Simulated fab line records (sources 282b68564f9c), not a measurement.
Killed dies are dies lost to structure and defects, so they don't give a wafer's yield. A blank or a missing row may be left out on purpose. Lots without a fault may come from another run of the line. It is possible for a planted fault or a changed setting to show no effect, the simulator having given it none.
Matching of chambers / flow rit-cmos / RIT_ACTIVE_ETCH_13 on rie-diel-02: 4 sister chambers
The step etches Si3N4 in SF6, stops on SiO2, time 210 s, target depth 210 nm. 4 wafers are shown with their chamber, then 8 later ones without.

EACH WAFER AND ITS CHAMBER
wafer=L515.1; chamber=0; drypump-motor-current-A (A)=6.28
wafer=L518.2; chamber=3; drypump-motor-current-A (A)=5.51
wafer=L518.3; chamber=2; drypump-motor-current-A (A)=5.50
wafer=L520.1; chamber=1; drypump-motor-current-A (A)=5.78

WAFERS MISSING THEIR CHAMBER
wafer=L520.3; drypump-motor-current-A (A)=5.51
wafer=L520.4; drypump-motor-current-A (A)=5.49
wafer=L523.1; drypump-motor-current-A (A)=5.48
wafer=L523.3; drypump-motor-current-A (A)=6.27
wafer=L523.4; drypump-motor-current-A (A)=5.50
wafer=L524.2; drypump-motor-current-A (A)=6.32
wafer=L524.5; drypump-motor-current-A (A)=5.50
wafer=L524.6; drypump-motor-current-A (A)=5.52

WHICH CHAMBER EACH ONE RAN IN
wafer=L520.3; from the rows above=can't be placed: 3 or 2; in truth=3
wafer=L520.4; from the rows above=can't be placed: 2 or 3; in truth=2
wafer=L523.1; from the rows above=can't be placed: 2 or 3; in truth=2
wafer=L523.3; from the rows above=0; in truth=0
wafer=L523.4; from the rows above=can't be placed: 2 or 3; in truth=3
wafer=L524.2; from the rows above=0; in truth=0
wafer=L524.5; from the rows above=can't be placed: 2 or 3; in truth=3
wafer=L524.6; from the rows above=can't be placed: 3 or 2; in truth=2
Placed correctly: 2 of 8. Cannot be placed on the basis of these rows: 6; the candidates contain the true chamber in 6. Number placed wrongly: 0.
How it was worked out, from the rows above alone: a wafer's distance from a chamber is the root of the sum, over the readings, of the square of ((its reading less the chamber's mean) divided by the reading's scatter). The wafer belongs to the nearest chamber; if the next one is less than 2 further off, it can't be placed. Each chamber's mean is taken over the wafers shown for it. The scatter: root of mean squared gap, hidden wafer to nearest shown wafer, with one shown wafer a chamber.
